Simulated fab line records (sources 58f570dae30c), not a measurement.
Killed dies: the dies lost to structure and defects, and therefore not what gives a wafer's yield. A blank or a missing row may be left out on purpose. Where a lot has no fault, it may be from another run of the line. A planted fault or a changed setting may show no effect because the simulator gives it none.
Split-lot study ; flow berkeleyCmos170 ; 5 lots, 23 wafers read, on a route of 331 steps

== SPLIT DETAILS ==
At UCB170_PSD_COAT_01 (resist thk 900 nm), the setting spinRpm was moved away from the recipe's 1500 rpm on 9 of the 23 wafers read, by -3.1% to +4.5%. The other wafers ran this setting at the recipe's value.

The reading comes from the split's own step.

== THE READING ==
KrF_of_PSD_COAT_01.thkNm (the simulator's own value, which no gauge read), in nm, at UCB170_PSD_COAT_01 (resist thk 900 nm). There is no usual value for it anywhere in the file. Here, 14 wafers ran the recipe; their average is 899.7 nm with a standard deviation of 2.6 nm.

wafer;tool, chamber at the split;spinRpm as run, rpm;against the recipe;KrF_of_PSD_COAT_01.thkNm, nm;against lot-mates on the recipe
L074.1;lithoTrack-04, 0;1500;recipe;898.1;-
L074.2;lithoTrack-04, 0;1468;-2.1%;907.4;+9.4
L074.4;lithoTrack-04, 0;1500;recipe;896.7;-
L074.5;lithoTrack-04, 0;1500;recipe;899.2;-
L074.6;lithoTrack-04, 0;1468;-2.1%;905.6;+7.6
L076.1;lithoTrack-02, 0;1500;recipe;902.4;-
L076.2;lithoTrack-02, 0;1500;recipe;901.2;-
L076.4;lithoTrack-02, 0;1500;recipe;905.8;-
L077.1;lithoTrack-01, 0;1500;recipe;901.7;-
L077.3;lithoTrack-01, 0;1567;+4.5%;881.1;-19.4
L077.4;lithoTrack-01, 0;1500;recipe;898.5;-
L077.5;lithoTrack-01, 0;1500;recipe;901.3;-
L077.6;lithoTrack-01, 0;1567;+4.5%;878.7;-21.8
L078.1;lithoTrack-01, 0;1500;recipe;896.5;-
L078.2;lithoTrack-01, 0;1553;+3.5%;883;-14.3
L078.4;lithoTrack-01, 0;1553;+3.5%;881.7;-15.6
L078.5;lithoTrack-01, 0;1500;recipe;896.8;-
L078.6;lithoTrack-01, 0;1500;recipe;898.6;-
L082.1;lithoTrack-02, 0;1453;-3.1%;917;+17.5
L082.2;lithoTrack-02, 0;1453;-3.1%;914.6;+15.1
L082.4;lithoTrack-02, 0;1453;-3.1%;914.5;+15.0
L082.5;lithoTrack-02, 0;1500;recipe;901.5;-
L082.6;lithoTrack-02, 0;1500;recipe;897.6;-

THE FIT
A straight line over all 23 wafers: KrF_of_PSD_COAT_01.thkNm changes by -4.6 nm for each +1% of spinRpm; r = -0.97; the points scatter about the line by 2.5 nm.
The same after taking each lot's own level away (the mean of its wafers on the recipe; 23 wafers): -4.59 nm for each +1%; r = -0.99; scatter 1.6 nm.
Per that fit: largest spinRpm move, reading shift of 21 nm.
Measured against the standard deviation above, the lots' own levels, which go from 897.30 to 903.13 nm, span 2.3 times it.
The two slopes agree, so the slope changes little with the lot-to-lot level.
Check: for one of the wafers moved furthest among these (+4.5%), held out of the fit, the line's prediction against its lot-mates is -20.6 nm. Against them it came out at -19.4 nm.

== ADDITIONAL SPLITS CARRIED BY THESE WAFERS ==
Other splits were also applied to these wafers ahead of the reading. Each is held against what the fit with the lots' levels taken away leaves over:
other split on the same wafers;wafers away from the commonest value;r with KrF_of_PSD_COAT_01.thkNm (lot level and that fit taken away)
UCB170_PVT_DEVELOP_05 developTimeS;11;-0.22
UCB170_GATE_EXPOSE_09 doseMj;10;-0.23
UCB170_GATE_ETCH_15 icpW;4;-0.30
UCB170_PLDD_IMPLANT_08 doseCm2;11;-0.23
UCB170_NLDD_EXPOSE_03 doseMj;11;-0.04

== THE WHOLE CHAIN: every reading that the file lists as answering this split, in the file's order ==
step;what it does;reading;change (the file's fit);r (the file's)
UCB170_PSD_COAT_01;resist thk 900 nm;KrF_of_PSD_COAT_01.thkNm (the simulator's own value, which no gauge read);-4.54 nm for each +1% of the setting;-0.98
UCB170_PSD_STRIP_09;strips in O2;stripTimeToEndpointS;withheld for each +1% of the setting, in a fit together with doseCm2@PSD_IMPLANT_08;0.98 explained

== THE FILE'S OWN FIT ==
KrF_of_PSD_COAT_01.thkNm changes by -4.54 nm for each +1% of spinRpm, r = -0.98.
